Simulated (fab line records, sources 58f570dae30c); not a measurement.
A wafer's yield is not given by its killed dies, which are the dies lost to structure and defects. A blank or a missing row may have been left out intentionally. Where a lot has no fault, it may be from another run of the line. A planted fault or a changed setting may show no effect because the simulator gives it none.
fab line records    flow berkeley-cmos170
[record] lots = 14  wafers = 42  last-day = 13
route steps=331 shown ACTIVE@75 SACOX@99 PVT@123 CONTACT@218
lots that met no fault: taken from a fault-free run of the same line
start-h: the number of hours between the record's first day and the start of the first shown wafer of the lot    wait-h: time in hours since the lot's previous step    " the same as in the row above    L1.1+2: one row covering several wafers at once    - no value present, or no start provided    * or withheld: withheld    < > ~ a bound
route shown NAME@n: names a module that has steps shown in the file, with the first one's number in the route    usual: average and standard deviation across the fault-free wafers    same: alike in all rows    chamber/n: place in a boat    sites: each site's reading    _std_site: how widely they spread, as a standard deviation    _edge_site: the outer-site mean with the inner-site mean subtracted    radius-mm: how far each site lies from the wafer's centre    mask NAME#n: copy n    behind: the last tool/chamber to shape the wafer    hold: what put the lot on hold/how long, in hours/how the hold closed    device: whichever transistor did not switch (one of n, p or np)    end of line: the tests these same wafers got at the end of their route    where a step has no rows: the recipe by itself    killed: dies lost to structure and defects at the first sort, not the wafer's yield    map: per-die view of a wafer (x killed, . not killed, _ where there is no die)
set.NAME: setting as actually run; set.NAME@STEP: the setting as run at that earlier step    model.NAME: the simulator's own value behind a step, which no gauge read
one table for each step of the route and one row for each wafer, over a sample of lots
services: a tool's chamber out of use, with start hour (start-h, from the record's first day; less than 0 if before it), hours out, and reason
[[steps]]
[step UCB170_ACTIVE_ETCH_15]
[recipe] chemistry = CH3F/Ar/O2  target = Si3N4  stop-on = SiO2  CH3F_flow_sccm = 20  Ar_flow_sccm = 50  O2_flow_sccm = 7  pressure-mtorr = 50  rf-w = 450  target-depth-a = 2420  over-etch-frac = 0.1  time-s = 154
[usual] drypump-motor-current-A = 5.7/0.57  oes-product-au = 0.934/0.017  throttle-valve-pct = 8.07/0.16
lot.wafer  tool         chamber  start-h  wait-h  drypump-motor-current-A  oes-product-au  rf-hours-counter-h  throttle-valve-pct
L635.1     rie-diel-04  1        105.57   0.0     6.7                      0.917           35                  8.25
L635.5     "            2        "        "       5.6                      0.917           -                   7.90
L635.6     "            3        "        "       5.8                      0.937           -                   8.13
L639.1     rie-diel-04  3        116.45   0.0     5.8                      0.930           141                 8.11
L639.4     "            1        "        "       6.7                      0.909           36                  8.25
L639.6     "            2        "        "       5.6                      0.912           -                   7.88
L638.4     rie-diel-02  0        116.68   0.0     5.4                      0.920           129                 8.02
L638.5     "            0        "        "       5.4                      0.929           -                   8.02
L638.6     "            1        "        "       6.6                      0.970           -                   7.94
L640.1     rie-diel-01  2        127.04   0.0     5.8                      0.946           6                   7.74
L640.3     "            0        "        "       5.9                      0.904           152                 8.05
L640.4     "            3        "        "       4.9                      0.951           17                  8.09
L641.2     rie-diel-04  0        127.06   0.0     5.4                      0.954           103                 8.20
L641.4     "            1        "        "       6.7                      0.907           36                  8.26
L641.5     "            2        "        "       5.6                      0.914           -                   7.88
L643.1     rie-diel-01  2        138.46   0.0     5.8                      0.938           6                   7.73
L643.2     "            1        "        "       4.9                      0.937           48                  8.22
L643.4     "            3        "        "       4.9                      0.963           -                   8.09
L642.1     rie-diel-04  1        138.70   0.0     6.7                      0.908           37                  8.26
L642.4     "            0        "        "       5.4                      0.950           104                 8.20
L642.5     "            1        "        "       6.7                      0.913           -                   8.24
L644.2     rie-diel-02  3        146.19   0.0     6.3                      0.924           10                  8.26
L644.4     "            0        "        "       5.4                      0.928           -                   8.01
L644.6     "            2        "        "       5.7                      0.957           -                   8.01
L647.1     rie-diel-04  3        158.87   0.0     5.8                      0.862           143                 8.13
L647.3     "            1        "        "       6.7                      0.910           38                  8.25
L647.4     "            2        "        "       5.6                      0.916           40                  7.90
L651.4     rie-diel-04  2        183.86   0.0     5.6                      0.910           41                  7.89
L651.5     "            0        "        "       5.4                      0.931           -                   8.20
L651.6     "            3        "        "       5.8                      0.862           -                   8.12
L650.4     rie-diel-02  0        183.98   0.0     5.4                      0.916           132                 8.00
L650.5     "            0        "        "       5.4                      0.925           -                   8.04
L650.6     "            1        "        "       6.6                      0.933           -                   7.92
L653.1     rie-diel-01  1        196.88   0.0     4.9                      0.937           52                  8.21
L653.3     "            2        "        "       5.8                      0.938           10                  7.74
L653.5     "            1        "        "       4.9                      0.934           -                   8.21
L654.1     rie-diel-02  0        197.15   0.0     5.4                      0.922           132                 8.02
L654.2     "            1        "        "       6.6                      0.922           1                   7.92
L654.5     "            3        "        "       6.4                      0.910           -                   8.28
L656.1     rie-diel-01  0        207.40   0.0     5.8                      0.929           1                   8.04
L656.3     "            2        "        "       5.8                      0.952           11                  7.75
L656.5     "            3        "        "       4.9                      0.964           -                   8.09
[step UCB170_ACTIVE_STRIP_16]
[recipe] chemistry = O2  power-w = 400  pressure-mtorr = 3500  platen-temp-c = withheld  o2-flow-sccm = 400  overash-fraction = 0.5
[usual] drypump-motor-current-A = 5.87/0.24  oes-product-au = 0.721/0.0046  strip-time-to-endpoint-s = 17.98/0.077
lot.wafer  tool             chamber  start-h  wait-h  drypump-motor-current-A  oes-product-au  rf-hours-counter-h  strip-time-to-endpoint-s
L635.1     plasma-asher-02  1        105.67   0.1     5.76                     0.725           38                  18.02
L635.5     "                1        "        "       5.77                     0.725           -                   17.97
L635.6     "                0        "        "       5.72                     0.721           -                   17.95
L639.1     plasma-asher-03  0        116.55   0.1     6.15                     0.723           38                  18.00
L639.4     "                1        "        "       5.63                     0.730           -                   18.08
L639.6     "                0        "        "       6.17                     0.722           -                   17.96
L638.4     plasma-asher-03  0        116.81   0.1     6.15                     0.720           -                   17.88
L638.5     "                1        "        "       5.57                     0.724           -                   17.91
L638.6     "                0        "        "       6.16                     0.723           -                   17.87
L640.1     plasma-asher-02  0        127.14   0.1     5.70                     0.716           1                   17.97
L640.3     "                0        "        "       5.71                     0.721           -                   17.92
L640.4     "                1        "        "       5.74                     0.708           -                   18.05
L641.2     plasma-asher-03  0        127.19   0.1     6.16                     0.723           40                  17.91
L641.4     "                1        "        "       5.64                     0.720           -                   18.04
L641.5     "                0        "        "       6.13                     0.729           -                   17.88
L643.1     plasma-asher-02  1        138.56   0.1     5.76                     0.721           4                   17.97
L643.2     "                0        "        "       5.72                     0.718           4                   17.93
L643.4     "                0        "        "       5.73                     0.723           -                   18.13
L642.1     plasma-asher-03  0        138.80   0.1     6.15                     0.719           42                  18.00
L642.4     "                0        "        "       6.14                     0.715           -                   17.99
L642.5     "                0        "        "       6.13                     0.724           -                   18.04
L644.2     plasma-asher-03  1        146.30   0.1     5.60                     0.721           43                  18.05
L644.4     "                1        "        "       5.59                     0.715           -                   17.96
L644.6     "                0        "        "       6.16                     0.715           -                   17.96
L647.1     plasma-asher-02  0        158.97   0.1     5.72                     0.716           7                   17.40
L647.3     "                1        "        "       5.76                     0.725           -                   17.91
L647.4     "                0        "        "       5.71                     0.720           -                   17.93
L651.4     plasma-asher-03  1        184.00   0.1     5.62                     0.727           -                   17.91
L651.5     "                1        "        "       5.59                     0.728           -                   17.86
L651.6     "                0        "        "       6.19                     0.725           -                   17.37
L650.4     plasma-asher-04  1        184.12   0.1     6.07                     0.726           -                   17.94
L650.5     "                1        "        "       6.09                     0.718           -                   17.92
L650.6     "                0        "        "       6.17                     0.720           -                   18.04
L653.1     plasma-asher-03  0        196.98   0.1     6.17                     0.712           49                  17.90
L653.3     "                0        "        "       6.16                     0.726           -                   17.86
L653.5     "                1        "        "       5.62                     0.721           -                   17.90
L654.1     plasma-asher-02  1        197.25   0.1     5.75                     0.716           11                  18.02
L654.2     "                0        "        "       5.72                     0.727           11                  18.09
L654.5     "                0        "        "       5.71                     0.726           -                   18.08
L656.1     plasma-asher-03  1        207.50   0.1     5.63                     0.725           50                  18.14
L656.3     "                0        "        "       6.16                     0.725           -                   17.96
L656.5     "                0        "        "       6.15                     0.722           -                   18.12
[step UCB170_SACOX_THK_MEAS_02]
[recipe] reads = SiO2_of_SACOX_OXIDATION_01
[usual] SACOX_OXIDE_THK = 14.28/0.25
lot.wafer  tool           chamber  start-h  wait-h  SACOX_OXIDE_THK[nm]
L635.1     film-metro-01  -        129.56   0.0     14.02
L635.5     "              -        "        "       14.13
L635.6     "              -        "        "       14.16
L639.1     film-metro-03  -        137.62   0.1     14.07
L639.4     "              -        "        "       13.96
L639.6     "              -        "        "       13.72
L638.4     film-metro-01  -        137.65   0.1     14.16
L638.5     "              -        "        "       14.21
L638.6     "              -        "        "       14.22
L640.1     film-metro-01  -        153.55   0.0     14.53
L640.3     "              -        "        "       14.42
L640.4     "              -        "        "       14.24
L641.2     film-metro-03  -        153.56   0.0     14.45
L641.4     "              -        "        "       14.59
L641.5     "              -        "        "       14.58
L642.1     film-metro-03  -        162.32   0.0     14.24
L642.4     "              -        "        "       14.38
L642.5     "              -        "        "       14.39
L643.1     film-metro-01  -        162.32   0.0     14.26
L643.2     "              -        "        "       14.17
L643.4     "              -        "        "       14.14
L644.2     film-metro-04  -        170.58   0.0     14.92
L644.4     "              -        "        "       14.60
L644.6     "              -        "        "       14.60
L647.1     film-metro-01  -        185.88   0.0     14.74
L647.3     "              -        "        "       14.54
L647.4     "              -        "        "       14.47
L651.4     film-metro-03  -        209.11   0.0     14.52
L651.5     "              -        "        "       14.28
L651.6     "              -        "        "       14.31
L650.4     film-metro-01  -        209.17   0.1     14.65
L650.5     "              -        "        "       14.41
L650.6     "              -        "        "       14.46
L653.1     film-metro-03  -        221.60   0.0     14.28
L653.3     "              -        "        "       13.87
L653.5     "              -        "        "       14.35
L654.1     film-metro-04  -        221.60   0.0     14.59
L654.2     "              -        "        "       14.35
L654.5     "              -        "        "       14.53
L656.1     film-metro-03  -        233.88   0.0     14.45
L656.3     "              -        "        "       14.61
L656.5     "              -        "        "       14.65
[step UCB170_PVT_STRIP_08]
[recipe] chemistry = O2  power-w = 400  pressure-mtorr = 3500  platen-temp-c = withheld  o2-flow-sccm = 400  overash-fraction = 0.5
[usual] drypump-motor-current-A = 5.95/0.24  oes-product-au = 0.734/0.0048  strip-time-to-endpoint-s = 21.61/0.054
lot.wafer  tool             chamber  start-h  wait-h  drypump-motor-current-A  oes-product-au  rf-hours-counter-h  strip-time-to-endpoint-s
L635.1     plasma-asher-02  0        142.71   0.1     5.71                     0.734           5                   21.52
L635.5     "                1        "        "       5.76                     0.736           -                   21.57
L635.6     "                0        "        "       5.73                     0.737           -                   21.64
L639.1     plasma-asher-01  1        154.98   0.1     5.77                     0.731           31                  21.58
L639.4     "                1        "        "       5.76                     0.733           -                   21.65
L639.6     "                0        "        "       6.31                     0.738           -                   21.63
L638.4     plasma-asher-02  0        155.56   0.1     5.72                     0.743           -                   21.58
L638.5     "                0        "        "       5.71                     0.728           -                   21.60
L638.6     "                1        "        "       5.76                     0.734           -                   21.54
L640.1     plasma-asher-04  0        168.27   0.1     6.19                     0.732           42                  21.71
L640.3     "                0        "        "       6.18                     0.732           -                   21.69
L640.4     "                1        "        "       6.09                     0.740           -                   21.63
L641.2     plasma-asher-04  0        168.53   0.1     6.17                     0.737           42                  21.57
L641.4     "                1        "        "       6.07                     0.725           -                   21.49
L641.5     "                0        "        "       6.17                     0.740           -                   21.58
L643.1     plasma-asher-01  1        177.21   0.1     5.73                     0.732           34                  21.62
L643.2     "                0        "        "       6.33                     0.727           34                  21.64
L643.4     "                1        "        "       5.71                     0.731           -                   21.64
L642.1     plasma-asher-04  1        177.39   0.1     6.04                     0.741           43                  21.58
L642.4     "                0        "        "       6.13                     0.737           -                   21.56
L642.5     "                1        "        "       6.07                     0.737           -                   21.56
L644.2     plasma-asher-02  0        189.13   0.1     5.72                     0.733           10                  21.65
L644.4     "                1        "        "       5.76                     0.735           -                   21.69
L644.6     "                0        "        "       5.70                     0.738           -                   21.60
L647.1     plasma-asher-04  1        199.80   0.1     6.08                     0.739           46                  21.72
L647.3     "                1        "        "       6.05                     0.737           -                   21.77
L647.4     "                0        "        "       6.15                     0.726           -                   21.66
L651.4     plasma-asher-01  0        221.04   0.1     6.34                     0.738           -                   21.54
L651.5     "                1        "        "       5.73                     0.734           -                   21.52
L651.6     "                0        "        "       6.36                     0.737           -                   21.53
L650.4     plasma-asher-04  1        221.16   0.1     6.06                     0.741           -                   21.51
L650.5     "                1        "        "       6.05                     0.739           -                   21.58
L650.6     "                0        "        "       6.16                     0.737           -                   21.56
L653.1     plasma-asher-02  1        238.28   0.1     5.75                     0.733           15                  21.65
L653.3     "                1        "        "       5.74                     0.738           -                   21.68
L653.5     "                0        "        "       5.72                     0.732           -                   21.58
L654.1     plasma-asher-04  1        238.73   0.1     6.07                     0.729           50                  21.55
L654.2     "                0        "        "       6.17                     0.730           50                  21.62
L654.5     "                0        "        "       6.21                     0.734           -                   21.61
L656.1     plasma-asher-01  0        246.17   0.1     6.33                     0.734           43                  21.59
L656.3     "                0        "        "       6.33                     0.724           -                   21.66
L656.5     "                1        "        "       5.74                     0.732           -                   21.67
[step UCB170_CONTACT_THK_MEAS_02]
[recipe] reads = PSG_of_CONTACT_CVD_01
[usual] CONTACT_PSG_THK = 697/6.2
lot.wafer  tool           chamber  start-h  wait-h  CONTACT_PSG_THK[nm]
L635.1     film-metro-04  -        173.35   0.0     688
L635.5     "              -        "        "       692
L635.6     "              -        "        "       697
L639.1     film-metro-01  -        191.89   0.0     694
L639.4     "              -        "        "       702
L639.6     "              -        "        "       700
L638.4     film-metro-04  -        194.63   0.1     690
L638.5     "              -        "        "       697
L638.6     "              -        "        "       695
L641.2     film-metro-03  -        209.27   0.0     707
L641.4     "              -        "        "       710
L641.5     "              -        "        "       707
L640.1     film-metro-01  -        210.12   0.0     696
L640.3     "              -        "        "       693
L640.4     "              -        "        "       694
L643.1     film-metro-03  -        215.63   0.0     700
L643.2     "              -        "        "       700
L643.4     "              -        "        "       705
L642.1     film-metro-01  -        216.75   0.0     683
L642.4     "              -        "        "       693
L642.5     "              -        "        "       689
L644.2     film-metro-04  -        221.93   0.0     701
L644.4     "              -        "        "       698
L644.6     "              -        "        "       698
L647.1     film-metro-03  -        235.18   0.0     694
L647.3     "              -        "        "       699
L647.4     "              -        "        "       702
L651.4     film-metro-01  -        260.99   0.0     692
L651.5     "              -        "        "       693
L651.6     "              -        "        "       696
L650.4     film-metro-04  -        261.55   0.0     685
L650.5     "              -        "        "       688
L650.6     "              -        "        "       686
L653.1     film-metro-01  -        278.45   0.0     698
L653.3     "              -        "        "       696
L653.5     "              -        "        "       698
L656.1     film-metro-04  -        278.45   0.0     699
L656.3     "              -        "        "       699
L656.5     "              -        "        "       696
L654.1     film-metro-01  -        280.31   0.0     694
L654.2     "              -        "        "       698
L654.5     "              -        "        "       699
[[services]]
tool             chamber  start-h  hours  kind
plasma-asher-01  -        93.98    0.5    repair
plasma-asher-02  -        108.75   9.0    pm
plasma-asher-02  0        108.75   9.0    vent-cycle
plasma-asher-02  1        108.75   9.0    vent-cycle
plasma-asher-04  -        115.20   14.6   pm
plasma-asher-02  0        117.75   -      clean
plasma-asher-02  1        117.75   -      clean
plasma-asher-01  -        124.31   15.6   pm
plasma-asher-03  -        128.89   1.0    repair
plasma-asher-04  -        134.86   15.6   pm
rie-diel-01      0        136.38   40.4   repair
rie-diel-02      1        143.03   -      clean
rie-diel-02      1        143.03   12.7   scheduled-down
rie-diel-02      1        143.03   12.7   vent-cycle
rie-diel-02      2        153.76   2.3    repair
rie-diel-01      0        176.75   -      clean
rie-diel-01      0        176.75   19.8   scheduled-down
rie-diel-01      0        176.75   19.8   vent-cycle
rie-diel-02      -        194.46   0.4    repair
plasma-asher-02  -        197.48   2.8    pm
rie-diel-04      3        212.97   -      clean
rie-diel-04      3        212.97   23.5   scheduled-down
rie-diel-04      3        212.97   23.5   vent-cycle
plasma-asher-04  -        244.26   7.3    repair
[[key]]
[first-sign] step = UCB170_ACTIVE_ETCH_15  reading = oes-product-au  direction = down  sigmas = 4.2  usual = 0.934  struck = 0.862
[effect] step = UCB170_ACTIVE_STRIP_16  reading = strip-time-to-endpoint-s  direction = down  sigmas = 7.7  usual = *  struck = *
met-at UCB170_ACTIVE_ETCH_15
struck-lots L647,L651
struck-wafers L647.1,L651.6
tester-left-out L647,L651
not-acting-at UCB170_SACOX_THK_MEAS_02,UCB170_PVT_STRIP_08,UCB170_CONTACT_THK_MEAS_02
onset-between 116.45 158.87
[fault] kind = process-parameter-drift  tool = rie-diel-04  chamber = 3  onset-h = 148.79  steps = UCB170_ACTIVE_ETCH_15  channel = target-depth-a  offset = *  shape = step  end-h = 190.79  acts-in = *  stated = *
// tester-left-out: of these lots the tester's yield and bins aren't shown, on N5 and GAA mostly nor the transistor test; their killed dies are dies lost to structure and defects alone, not to doping, threshold or leakage, so they don't give the yield
